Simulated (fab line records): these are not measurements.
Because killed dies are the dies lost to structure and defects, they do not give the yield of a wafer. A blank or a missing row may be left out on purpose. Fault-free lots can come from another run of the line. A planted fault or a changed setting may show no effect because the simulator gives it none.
What tool caused it? | flow berkeley-cmos170 | Sampling: 7 lots, 21 wafers, 3 of 331 route steps

== WHAT THE GAUGES SHOWED, per wafer ==
UCB170_M1_RS_MEAS_01: measures by four-point-probe.
lot  | measured     | on            | M1_AL_RS (ohm/sq)
L329 | day 8 12:25  | film-metro-03 | 0.0497 0.0489 0.0496
L334 | day 8 23:27  | film-metro-01 | 0.0476 0.0489 0.0483
L333 | day 9 01:56  | film-metro-02 | 0.0487 0.0488 0.0492
L339 | day 10 14:19 | film-metro-03 | 0.0436 0.0445 0.0441
L346 | day 11 09:56 | film-metro-02 | 0.0489 0.0487 0.0484
L348 | day 12 00:42 | film-metro-03 | 0.0475 0.0480 0.0477
L351 | day 12 14:35 | film-metro-02 | 0.0483 0.0487 0.0483

== WHICH TOOL RAN EACH LOT (tool, then ch and the chambers of the sampled wafers, then the start) ==
lot  | UCB170_PLDD_STRIP_10                 | UCB170_M1_SPUTTER_00
L329 | plasma-asher-01 ch 0,1, day 7 16:31  | pvd-sputter-02, day 8 12:20
L334 | plasma-asher-01 ch 0,1, day 8 04:58  | pvd-sputter-04, day 8 23:23
L333 | plasma-asher-01 ch 0,1, day 8 05:31  | pvd-sputter-03, day 9 01:52
L339 | plasma-asher-01 ch 0, day 9 16:53    | pvd-sputter-03, day 10 14:13
L346 | plasma-asher-03 ch 0,1, day 10 09:58 | pvd-sputter-02, day 11 09:53
L348 | plasma-asher-01 ch 0,1, day 11 01:05 | pvd-sputter-04, day 12 00:38
L351 | plasma-asher-02 ch 1, day 11 16:48   | pvd-sputter-04, day 12 14:31
- UCB170_PLDD_STRIP_10: strips in O2.
- UCB170_M1_SPUTTER_00: material Al, target thk 600 nm, time 80 s.

== THE ANSWER, worked out from the rows above alone ==
Rule: the lots themselves supply what counts as usual. The widest of any qualifying gaps counts: lots, ordered by their means at a reading, are off when they make up no more than a third of the lots, leave a main group of 4 or more, and stand apart from it by 3 or more times the standard deviation of that group's means. If all means in a main group match to the digits the tables above print for the reading, that group is not used. A lot without any number at a reading at which 4 lots or more have one is off too. Any other lot the step has rows for is counted as sound.
Off: at UCB170_M1_RS_MEAS_01 (M1_AL_RS), L339. The main group: mean 0.0486 ohm/sq, standard deviation 0.00052.
A tool fits if, at a process step before that reading, it ran every lot that is off, and no sound lot after the first of them. Those tools and the gauges at UCB170_M1_RS_MEAS_01 are tried in the same way. One fits: UCB170_M1_SPUTTER_00 on pvd-sputter-03. A fault onset in the window from L333 (day 9 01:52, its last sound lot) to L339 (day 10 14:13, its first lot off) fits.

== WHAT THE SIMULATOR PUT IN ==
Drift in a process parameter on pvd-sputter-03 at UCB170_M1_SPUTTER_00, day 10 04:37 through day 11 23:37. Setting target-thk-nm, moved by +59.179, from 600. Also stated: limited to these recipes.
Struck lots among those shown: L339. The same result came from the rule above.
